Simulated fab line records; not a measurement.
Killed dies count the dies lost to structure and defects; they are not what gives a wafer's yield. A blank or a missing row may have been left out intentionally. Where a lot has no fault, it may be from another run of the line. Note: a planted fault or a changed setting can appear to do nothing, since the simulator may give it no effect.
fab line records -- flow berkeley_cmos170
[record] lots = 5, wafers = 23
route steps=331 shown CONTACT@220 M2@289
start_h: hours from the record's first day to the start of the lot's first wafer shown -- wait_h: hours from the lot's prior step to this one -- " the same as in the row above -- L1.1+2: a row that stands for several wafers -- - either no value or no given start -- * or withheld: withheld -- < > ~ a bound
route shown NAME@n: a module of which the file shows steps, and the number in the route of the first -- usual: the fault-free wafers' mean and standard deviation -- same: alike in all rows -- chamber/n: place in a boat -- sites: each site's reading -- _std_site: standard deviation of those values -- _edge_site: the outer-site mean with the inner-site mean subtracted -- radius_mm: how far each site lies from the wafer's centre -- mask NAME#n: copy n -- behind: the tool/chamber that last shaped the wafer -- hold: why the lot was held/for how many hours/how that ended -- device: whichever transistor did not switch (one of n, p or np) -- end of line: the route-end tests of the same wafers -- step lacking rows: just its recipe -- killed: dies lost to structure and defects at the first sort, not the wafer's yield -- map: a wafer's dies, marking killed ones x, the rest . and places with no die _
set.NAME: the run value of the setting; set.NAME@STEP: its run value at that earlier step -- model.NAME: the simulator's own value behind a step, which no gauge read
one table per step and one row per wafer, for lots whose settings were changed on purpose
[[steps]]
[step UCB170_CONTACT_COAT_04]
[recipe] resist = KrF, spin_rpm = 1500, resist_thk_nm = 900
lot.wafer,tool,chamber,start_h,wait_h,set.spin_rpm,model.KrF_of_CONTACT_COAT_04.thk_nm
L075.1,litho_track-02,0,150.53,0.1,1468,912
L075.2,litho_track-02,0,150.53,0.1,1468,912.1
L075.3,litho_track-02,0,150.53,0.1,1500,901.6
L075.4,litho_track-02,0,150.53,0.1,1500,903.2
L075.6,litho_track-02,0,150.53,0.1,1468,911.3
L076.1,litho_track-03,0,152.50,0.1,1500,899.1
L076.3,litho_track-03,0,152.50,0.1,1500,898.1
L076.4,litho_track-03,0,152.50,0.1,1500,895.4
L082.1,litho_track-03,0,185.00,0.1,1500,898.3
L082.3,litho_track-03,0,185.00,0.1,1500,897.9
L082.4,litho_track-03,0,185.00,0.1,1405,927.2
L082.5,litho_track-03,0,185.00,0.1,1405,926.8
L082.6,litho_track-03,0,185.00,0.1,1405,928.8
L083.1,litho_track-02,0,185.00,0.1,1438,924.1
L083.2,litho_track-02,0,185.00,0.1,1500,903.2
L083.3,litho_track-02,0,185.00,0.1,1438,920.5
L083.5,litho_track-02,0,185.00,0.1,1438,923.8
L083.6,litho_track-02,0,185.00,0.1,1500,901.9
L085.1,litho_track-03,0,209.81,0.1,1500,896.8
L085.2,litho_track-03,0,209.81,0.1,1500,899.8
L085.3,litho_track-03,0,209.81,0.1,1609,865.1
L085.4,litho_track-03,0,209.81,0.1,1609,866.4
L085.5,litho_track-03,0,209.81,0.1,1500,895.3
[step UCB170_CONTACT_SOFTBAKE_05]
[recipe] resist = KrF, temp_c = 130, time_s = 60
[step UCB170_CONTACT_STRIP_06]
[recipe] chemistry = O2, power_w = 400, pressure_mtorr = 3500, platen_temp_c = withheld, o2_flow_sccm = 400, overash_fraction = 0.5
[usual] strip_time_to_endpoint_s = 21.95/0.067
lot.wafer,tool,chamber,start_h,wait_h,set.spin_rpm@CONTACT_COAT_04,strip_time_to_endpoint_s
L075.1,plasma_asher-01,1,150.83,0.1,1468,22.25
L075.2,plasma_asher-01,0,150.83,0.1,1468,22.26
L075.3,plasma_asher-01,1,150.83,0.1,1500,22.01
L075.4,plasma_asher-01,0,150.83,0.1,1500,22.05
L075.6,plasma_asher-01,1,150.83,0.1,1468,22.25
L076.1,plasma_asher-03,0,152.80,0.1,1500,21.94
L076.3,plasma_asher-03,0,152.80,0.1,1500,21.95
L076.4,plasma_asher-03,1,152.80,0.1,1500,21.86
L082.1,plasma_asher-03,1,185.30,0.1,1500,21.92
L082.3,plasma_asher-03,0,185.30,0.1,1500,21.91
L082.4,plasma_asher-03,1,185.30,0.1,1405,22.61
L082.5,plasma_asher-03,1,185.30,0.1,1405,22.61
L082.6,plasma_asher-03,0,185.30,0.1,1405,22.66
L083.1,plasma_asher-01,1,185.30,0.1,1438,22.54
L083.2,plasma_asher-01,0,185.30,0.1,1500,22.03
L083.3,plasma_asher-01,1,185.30,0.1,1438,22.46
L083.5,plasma_asher-01,1,185.30,0.1,1438,22.54
L083.6,plasma_asher-01,0,185.30,0.1,1500,22.02
L085.1,plasma_asher-02,0,210.11,0.1,1500,21.90
L085.2,plasma_asher-02,1,210.11,0.1,1500,21.95
L085.3,plasma_asher-02,0,210.11,0.1,1609,21.12
L085.4,plasma_asher-02,1,210.11,0.1,1609,21.17
L085.5,plasma_asher-02,0,210.11,0.1,1500,21.85
[step UCB170_M2_METAL_ETCH_18]
[recipe] chemistry = Cl2/BCl3, target = Al, stop_on = SiO2, pressure_mtorr = 12, target_depth_a = 11700, over_etch_frac = 0.3, time_s = 195, icp_w = 600, bias_w = 120, Cl2_flow_sccm = 90, bcl3_flow_sccm = 45
lot.wafer,tool,chamber,start_h,wait_h,set.icp_w,model.KrF_of_M2_COAT_10.thk_nm
L076.1,rie_metal-04,0,164.77,-,600,232.1
L076.3,rie_metal-04,1,164.77,-,600,181.3
L076.4,rie_metal-04,0,164.77,-,600,227.1
L075.1,rie_metal-03,1,164.98,-,600,242
L075.2,rie_metal-03,0,164.98,-,635.5,181.6
L075.3,rie_metal-03,1,164.98,-,635.5,203.4
L075.4,rie_metal-03,0,164.98,-,635.5,183.5
L075.6,rie_metal-03,0,164.98,-,600,217.2
L083.1,rie_metal-03,0,202.84,-,600,222.4
L083.2,rie_metal-03,1,202.84,-,544.8,285.5
L083.3,rie_metal-03,1,202.84,-,544.8,282.7
L083.5,rie_metal-03,1,202.84,-,600,234.5
L083.6,rie_metal-03,0,202.84,-,600,224.3
L082.1,rie_metal-02,0,203.12,-,643.5,151.8
L082.3,rie_metal-02,0,203.12,-,600,193.1
L082.4,rie_metal-02,1,203.12,-,643.5,122
L082.5,rie_metal-02,1,203.12,-,643.5,126.2
L082.6,rie_metal-02,0,203.12,-,600,191
L085.1,rie_metal-02,0,225.89,-,600,194.3
L085.2,rie_metal-02,1,225.89,-,600,166.4
L085.3,rie_metal-02,1,225.89,-,600,166.7
L085.4,rie_metal-02,0,225.89,-,600,186
L085.5,rie_metal-02,0,225.89,-,600,185.9
[[key]]
[split] step = UCB170_CONTACT_COAT_04, setting = spin_rpm, stated = 1500, by = wafer
[response] step = UCB170_CONTACT_COAT_04, reading = model.KrF_of_CONTACT_COAT_04.thk_nm, change = -4.54, per = 1%, r = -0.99
[response] step = UCB170_CONTACT_STRIP_06, reading = strip_time_to_endpoint_s, change = *, per = 1%, r = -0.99
[split] step = UCB170_M2_METAL_ETCH_18, setting = icp_w, stated = 600, by = wafer
[response] step = UCB170_M2_METAL_ETCH_18, reading = model.KrF_of_M2_COAT_10.thk_nm, change = -6.89, per = 1%, r = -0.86
